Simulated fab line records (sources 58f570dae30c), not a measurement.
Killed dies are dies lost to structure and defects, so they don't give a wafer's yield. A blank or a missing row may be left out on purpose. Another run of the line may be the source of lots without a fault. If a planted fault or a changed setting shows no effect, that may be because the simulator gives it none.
Chamber matching || flow berkeley cmos170 || pecvd-02 running UCB170_SPACER_CVD_00: 3 sister chambers
The step deposits SiO2 from TEOS/O2, target thk 376 nm, time 47 s. 6 wafers are shown with their chamber, then 7 later ones without.

## WAFERS WITH THEIR CHAMBER
{"wafer": "L201.2", "chamber": 2, "heater power w (W)": 226}
{"wafer": "L201.5", "chamber": 0, "heater power w (W)": 298}
{"wafer": "L203.5", "chamber": 0, "heater power w (W)": 255}
{"wafer": "L203.6", "chamber": 1, "heater power w (W)": 201}
{"wafer": "L206.3", "chamber": 1, "heater power w (W)": 227}
{"wafer": "L206.4", "chamber": 2, "heater power w (W)": 260}

## WAFERS WITHOUT THEIR CHAMBER
{"wafer": "L206.6", "heater power w (W)": 245}
{"wafer": "L210.3", "heater power w (W)": 279}
{"wafer": "L210.4", "heater power w (W)": 287}
{"wafer": "L210.6", "heater power w (W)": 249}
{"wafer": "L211.2", "heater power w (W)": 299}
{"wafer": "L211.3", "heater power w (W)": 213}
{"wafer": "L211.5", "heater power w (W)": 211}

## EACH ONE'S CHAMBER
{"wafer": "L206.6", "from the rows above": "can't be placed: 2 or 1 or 0", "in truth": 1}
{"wafer": "L210.3", "from the rows above": "can't be placed: 0 or 2", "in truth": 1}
{"wafer": "L210.4", "from the rows above": "can't be placed: 0 or 2", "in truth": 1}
{"wafer": "L210.6", "from the rows above": "can't be placed: 2 or 0 or 1", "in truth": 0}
{"wafer": "L211.2", "from the rows above": "can't be placed: 0 or 2", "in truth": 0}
{"wafer": "L211.3", "from the rows above": "can't be placed: 1 or 2", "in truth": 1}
{"wafer": "L211.5", "from the rows above": "can't be placed: 1 or 2", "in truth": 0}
Correct placement for 0 of the 7. Unplaceable from these rows: 7, with the true chamber sitting among the candidates in 4. Wrongly placed: 0.
How it was worked out, from the rows above alone: a wafer's distance from a chamber is the root of the sum, over the readings, of the square of ((its reading less the chamber's mean) divided by the reading's scatter). The wafer belongs to the nearest chamber; if the next one is less than 2 further off, it can't be placed. Each chamber's mean is taken over the wafers shown for it. How the scatter is found: for the shown wafers, subtract from each reading the mean of its chamber, square and add these, divide the total by (wafers less chambers), then take the root.
